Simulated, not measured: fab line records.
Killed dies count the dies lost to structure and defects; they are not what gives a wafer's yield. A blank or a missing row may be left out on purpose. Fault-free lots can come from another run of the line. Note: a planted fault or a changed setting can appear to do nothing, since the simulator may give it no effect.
Tool commonality check || flow berkeley_cmos170 || 14 lots, 42 wafers sampled

== THE REASON FOR OPENING IT ==
2 of 14 lots carry a flag on the reading M2_AL_RS at UCB170_M2_RS_MEAS_02. Wafers without a fault read 0.03217 ohm/sq, standard deviation 0.00028.
Rule: flag the lot when none of its wafers has a number, or when each of its wafers that has one lies beyond 4 standard deviations from that mean. The other lots count as sound.

{"lot": "L458", "measured": "day 8 14:23", "on": "film_metro-03", "M2_AL_RS (ohm/sq), wafer by wafer": "0.03153 0.03194 0.03177", "flag": ""}
{"lot": "L460", "measured": "day 8 14:57", "on": "film_metro-03", "M2_AL_RS (ohm/sq), wafer by wafer": "0.03233 0.03218 0.0321", "flag": ""}
{"lot": "L462", "measured": "day 9 15:59", "on": "film_metro-03", "M2_AL_RS (ohm/sq), wafer by wafer": "0.03226 0.03223 0.03222", "flag": ""}
{"lot": "L465", "measured": "day 9 17:43", "on": "film_metro-03", "M2_AL_RS (ohm/sq), wafer by wafer": "0.03185 0.03198 0.03211", "flag": ""}
{"lot": "L467", "measured": "day 10 04:06", "on": "film_metro-01", "M2_AL_RS (ohm/sq), wafer by wafer": "0.03216 0.03239 0.03218", "flag": ""}
{"lot": "L466", "measured": "day 10 04:49", "on": "film_metro-03", "M2_AL_RS (ohm/sq), wafer by wafer": "0.03286 0.03252 0.03235", "flag": ""}
{"lot": "L468", "measured": "day 10 15:39", "on": "film_metro-04", "M2_AL_RS (ohm/sq), wafer by wafer": "0.03221 0.03222 0.03205", "flag": ""}
{"lot": "L470", "measured": "day 10 16:03", "on": "film_metro-01", "M2_AL_RS (ohm/sq), wafer by wafer": "0.03195 0.03233 0.03203", "flag": ""}
{"lot": "L471", "measured": "day 11 03:04", "on": "film_metro-01", "M2_AL_RS (ohm/sq), wafer by wafer": "0.0316 0.03172 0.03219", "flag": ""}
{"lot": "L475", "measured": "day 11 11:01", "on": "film_metro-01", "M2_AL_RS (ohm/sq), wafer by wafer": "0.03334 0.03341 0.03363", "flag": "FLAGGED"}
{"lot": "L479", "measured": "day 12 11:01", "on": "film_metro-01", "M2_AL_RS (ohm/sq), wafer by wafer": "0.03218 0.03204 0.03237", "flag": ""}
{"lot": "L478", "measured": "day 12 11:10", "on": "film_metro-04", "M2_AL_RS (ohm/sq), wafer by wafer": "0.03355 0.03338 0.03363", "flag": "FLAGGED"}
{"lot": "L480", "measured": "day 13 02:16", "on": "film_metro-04", "M2_AL_RS (ohm/sq), wafer by wafer": "0.03227 0.03212 0.03228", "flag": ""}
{"lot": "L481", "measured": "day 13 03:28", "on": "film_metro-04", "M2_AL_RS (ohm/sq), wafer by wafer": "0.03172 0.03174 0.03213", "flag": ""}
The mean of the flagged lots' numbers is 0.03349 ohm/sq, +0.00132 ohm/sq from the usual (+5 standard deviations).

== TOOL THAT RAN EACH LOT ==
The record keeps 1 process step preceding the reading, out of 331 steps on the route. In each cell: the tool, then ch and the chambers that the sampled wafers went through, then the start.
{"lot": "L458", "flag": "", "UCB170_M2_SPUTTER_01": "pvd_sputter-03, day 8 14:18"}
{"lot": "L460", "flag": "", "UCB170_M2_SPUTTER_01": "pvd_sputter-02, day 8 14:51"}
{"lot": "L462", "flag": "", "UCB170_M2_SPUTTER_01": "pvd_sputter-02, day 9 15:55"}
{"lot": "L465", "flag": "", "UCB170_M2_SPUTTER_01": "pvd_sputter-01, day 9 17:38"}
{"lot": "L467", "flag": "", "UCB170_M2_SPUTTER_01": "pvd_sputter-02, day 10 04:01"}
{"lot": "L466", "flag": "", "UCB170_M2_SPUTTER_01": "pvd_sputter-03, day 10 04:41"}
{"lot": "L468", "flag": "", "UCB170_M2_SPUTTER_01": "pvd_sputter-03, day 10 15:30"}
{"lot": "L470", "flag": "", "UCB170_M2_SPUTTER_01": "pvd_sputter-01, day 10 15:57"}
{"lot": "L471", "flag": "", "UCB170_M2_SPUTTER_01": "pvd_sputter-01, day 11 02:55"}
{"lot": "L475", "flag": "FLAGGED", "UCB170_M2_SPUTTER_01": "pvd_sputter-03, day 11 10:53"}
{"lot": "L479", "flag": "", "UCB170_M2_SPUTTER_01": "pvd_sputter-02, day 12 10:52"}
{"lot": "L478", "flag": "FLAGGED", "UCB170_M2_SPUTTER_01": "pvd_sputter-03, day 12 11:05"}
{"lot": "L480", "flag": "", "UCB170_M2_SPUTTER_01": "pvd_sputter-02, day 13 02:11"}
{"lot": "L481", "flag": "", "UCB170_M2_SPUTTER_01": "pvd_sputter-01, day 13 03:21"}
What is done by these steps:
- UCB170_M2_SPUTTER_01: material Al, target thk 900 nm, time 120 s.
- UCB170_M2_RS_MEAS_02: measures by four-point-probe.

== FLAGGED OVER TOTAL, TOOL BY TOOL (the gauges that took the reading come last) ==
{"step": "UCB170_M2_SPUTTER_01", "tool": "pvd_sputter-01", "lots run": 4, "flagged": 0, "share of the flagged lots": "none", "sound lots run after its first flagged lot": "-"}
{"step": "UCB170_M2_SPUTTER_01", "tool": "pvd_sputter-02", "lots run": 5, "flagged": 0, "share of the flagged lots": "none", "sound lots run after its first flagged lot": "-"}
{"step": "UCB170_M2_SPUTTER_01", "tool": "pvd_sputter-03", "lots run": 5, "flagged": 2, "share of the flagged lots": "all", "sound lots run after its first flagged lot": 0}
{"step": "UCB170_M2_RS_MEAS_02", "tool": "film_metro-01", "lots run": 5, "flagged": 1, "share of the flagged lots": "some", "sound lots run after its first flagged lot": "1 (L479)"}
{"step": "UCB170_M2_RS_MEAS_02", "tool": "film_metro-03", "lots run": 5, "flagged": 0, "share of the flagged lots": "none", "sound lots run after its first flagged lot": "-"}
{"step": "UCB170_M2_RS_MEAS_02", "tool": "film_metro-04", "lots run": 4, "flagged": 1, "share of the flagged lots": "some", "sound lots run after its first flagged lot": "2 (L480,L481)"}

== WHAT THE TABLE PERMITS ==
In the table, 1 row covers all flagged lots: pvd_sputter-03 at UCB170_M2_SPUTTER_01.
- pvd_sputter-03 at UCB170_M2_SPUTTER_01: 2 of its 5 lots flagged. Last sound lot L468 at day 10 15:30, first flagged lot L475 at day 11 10:53; a fault beginning in between fits.
Left over: one tool, pvd_sputter-03 at UCB170_M2_SPUTTER_01.

== WHAT THE SIMULATOR HAD INSERTED ==
Site profile drift: pvd_sputter-03, from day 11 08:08 on, at UCB170_M2_SPUTTER_01. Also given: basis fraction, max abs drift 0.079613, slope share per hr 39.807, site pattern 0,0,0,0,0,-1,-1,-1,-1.
Lots struck among those shown: L475, L478. The same result came from the rule above.
